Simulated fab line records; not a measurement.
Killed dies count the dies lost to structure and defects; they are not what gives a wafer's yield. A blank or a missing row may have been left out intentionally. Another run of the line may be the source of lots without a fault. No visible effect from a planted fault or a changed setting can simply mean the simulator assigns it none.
Split-lot study    flow berkeley_cmos170    route with 331 steps; 5 lots, 23 wafers read

ON THE SPLIT
At UCB170_PWELL_OXIDATION_02 (target thk 26.4 nm, ox time 1260 s), the setting temp_c was moved away from the recipe's 1000 C on 15 of the 23 wafers read, by -2.7% to +2.3%. The other wafers ran this setting at the recipe's value.

Split to reading: the file shows no intervening step.

THE READING
PWELL_OXIDE_THK in nanometres, read at UCB170_PWELL_THK_MEAS_03. Fault-free wafers of this fab line usually give 26.6 nm, standard deviation 0.47 nm.

wafer   tool, chamber at the split  temp_c as run, C  against the recipe  PWELL_OXIDE_THK, nm  against lot-mates on the recipe
L074.1  -, -                        1000              recipe              26.2                 -
L074.2  -, -                        1000              recipe              26.9                 -
L074.3  -, -                        1000              recipe              26.4                 -
L074.4  -, -                        1000              recipe              26.5                 -
L074.6  -, -                        1000              recipe              26.4                 -
L076.1  -, -                        1013              +1.3%               29.5                 no lot-mate on the recipe
L076.3  -, -                        1013              +1.3%               29.3                 no lot-mate on the recipe
L076.4  -, -                        1013              +1.3%               29.3                 no lot-mate on the recipe
L076.5  -, -                        1013              +1.3%               29.9                 no lot-mate on the recipe
L076.6  -, -                        1013              +1.3%               29.5                 no lot-mate on the recipe
L082.1  furnace-02, 0               1000              recipe              26.0                 -
L082.3  furnace-02, 0               1000              recipe              26.4                 -
L082.4  furnace-02, 0               1000              recipe              26.4                 -
L083.1  -, -                        1023              +2.3%               32.9                 no lot-mate on the recipe
L083.2  -, -                        1023              +2.3%               32.7                 no lot-mate on the recipe
L083.4  -, -                        1023              +2.3%               32.8                 no lot-mate on the recipe
L083.5  -, -                        1023              +2.3%               32.7                 no lot-mate on the recipe
L083.6  -, -                        1023              +2.3%               32.3                 no lot-mate on the recipe
L084.1  -, -                        973.2             -2.7%               20.7                 no lot-mate on the recipe
L084.2  -, -                        973.2             -2.7%               20.9                 no lot-mate on the recipe
L084.3  -, -                        973.2             -2.7%               20.8                 no lot-mate on the recipe
L084.4  -, -                        973.2             -2.7%               20.6                 no lot-mate on the recipe
L084.5  -, -                        973.2             -2.7%               20.7                 no lot-mate on the recipe

THE FIT
A straight line over all 23 wafers: PWELL_OXIDE_THK changes by +2.35 nm for each +1% of temp_c; r = +0.99; the points scatter about the line by 0.45 nm.
Too few moved wafers with a lot-mate on the recipe to fit a line net of each lot's own level.

THE WHOLE CHAIN: every reading that the file lists as answering this split, in the file's order
step                       what it does                                                                reading                                                                             change (the file's fit)               r (the file's)
UCB170_PWELL_OXIDATION_02  target thk 26.4 nm, ox time 1260 s                                          SiO2_of_PWELL_OXIDATION_02.thk_nm (the simulator's own value, which no gauge read)  +2.36 nm for each +1% of the setting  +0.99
UCB170_PWELL_THK_MEAS_03                                                                               PWELL_OXIDE_THK                                                                     +2.35 for each +1% of the setting     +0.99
UCB170_PWELL_ETCH_14       etches Si3N4 in CH3F/Ar/O2, stops on SiO2, target depth 242 nm, time 151 s  SiO2_of_PWELL_OXIDATION_02.thk_nm (the simulator's own value, which no gauge read)  +2.34 nm for each +1% of the setting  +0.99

FILE'S OWN FIT
PWELL_OXIDE_THK changes by +2.35 nm for each +1% of temp_c, r = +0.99.
